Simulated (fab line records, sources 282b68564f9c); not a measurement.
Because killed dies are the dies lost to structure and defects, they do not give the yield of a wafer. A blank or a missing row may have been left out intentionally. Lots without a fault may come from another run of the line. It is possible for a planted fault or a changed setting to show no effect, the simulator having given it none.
One fault seen from 2 desks :: flow ritCmos :: each desk holds nothing but its own numbers, with what lay behind them at the end

## THE METROLOGY DESK
What the gauges read for every lot (on any tool): the sampled wafers with a number, averaged. A lot is out of limits, marked OUT, if its mean lies more than 4 standard deviations from the usual mean; the brackets give that distance.
Columns: A = cdNm at RIT_GATE_CD_MEAS_16, usual 149.9 nm
lot: L886
first seen here: day 2 21:38
A: 153.8

lot: L887
first seen here: day 3 03:57
A: 149.8

lot: L888
first seen here: day 3 08:27
A: 152.0

lot: L889
first seen here: day 3 10:11
A: 149.3

lot: L892
first seen here: day 4 09:44
A: 152.5

lot: L893
first seen here: day 4 12:56
A: 153.2

lot: L894
first seen here: day 4 13:10
A: 148.4

lot: L896
first seen here: day 5 08:07
A: 149.8

lot: L900
first seen here: day 6 09:04
A: 157.7

lot: L901
first seen here: day 6 14:25
A: 148.9

lot: L902
first seen here: day 6 19:37
A: 159.2

lot: L904
first seen here: day 6 21:30
A: 159.8

lot: L906
first seen here: day 7 09:52
A: 152.4

lot: L905
first seen here: day 7 10:10
A: 149.3

lot: L907
first seen here: day 7 11:28
A: 150.3
This desk's finding: nothing out of limits on any of the 15 lots.

## DESK OF THE TOOL OWNER: lithoTrack-01
The tool's own readings at RIT_GATE_COAT_11 (resist thk 850 nm): means of the sampled wafers that have a number, for each lot that ran on this tool. A lot is out of limits, marked OUT, if its mean lies more than 4 standard deviations from the usual mean; the brackets give that distance.
Columns: A = spinSpeedRpm at RIT_GATE_COAT_11, usual 4250 rpm
lot: L886
first seen here: day 2 20:50
A: 4245

lot: L892
first seen here: day 4 08:42
A: 4250

lot: L894
first seen here: day 4 12:13
A: 4251

lot: L896
first seen here: day 5 07:25
A: 4249

lot: L900
first seen here: day 6 08:23
A: 3730 (-99 or more) OUT

lot: L902
first seen here: day 6 16:44
A: 3734 (-99 or more) OUT

lot: L904
first seen here: day 6 20:48
A: 3731 (-99 or more) OUT
This desk finds L900, L902, L904 out of limits, L900 being first, at day 6 08:23 (spinSpeedRpm at RIT_GATE_COAT_11). L886, L892, L894, L896: within limits.

## BROUGHT TOGETHER
The tool owner's desk could have raised an alarm at day 6 08:23, on L900, L902, L904.
Nothing out of limits was seen by the metrology desk.
The metrology desk holds a record of L900, L902, L904, inside its limits.
Of the lots named, all ran RIT_GATE_COAT_11 on lithoTrack-01.

## WHAT THE SIMULATOR HAD INSERTED
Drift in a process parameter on lithoTrack-01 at RIT_GATE_COAT_11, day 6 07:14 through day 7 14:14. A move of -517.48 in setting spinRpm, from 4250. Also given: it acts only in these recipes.
Lots struck among those shown: L900, L902, L904.
Each desk's first reading out of limits, in hours after the fault started: the tool owner's desk, 1.
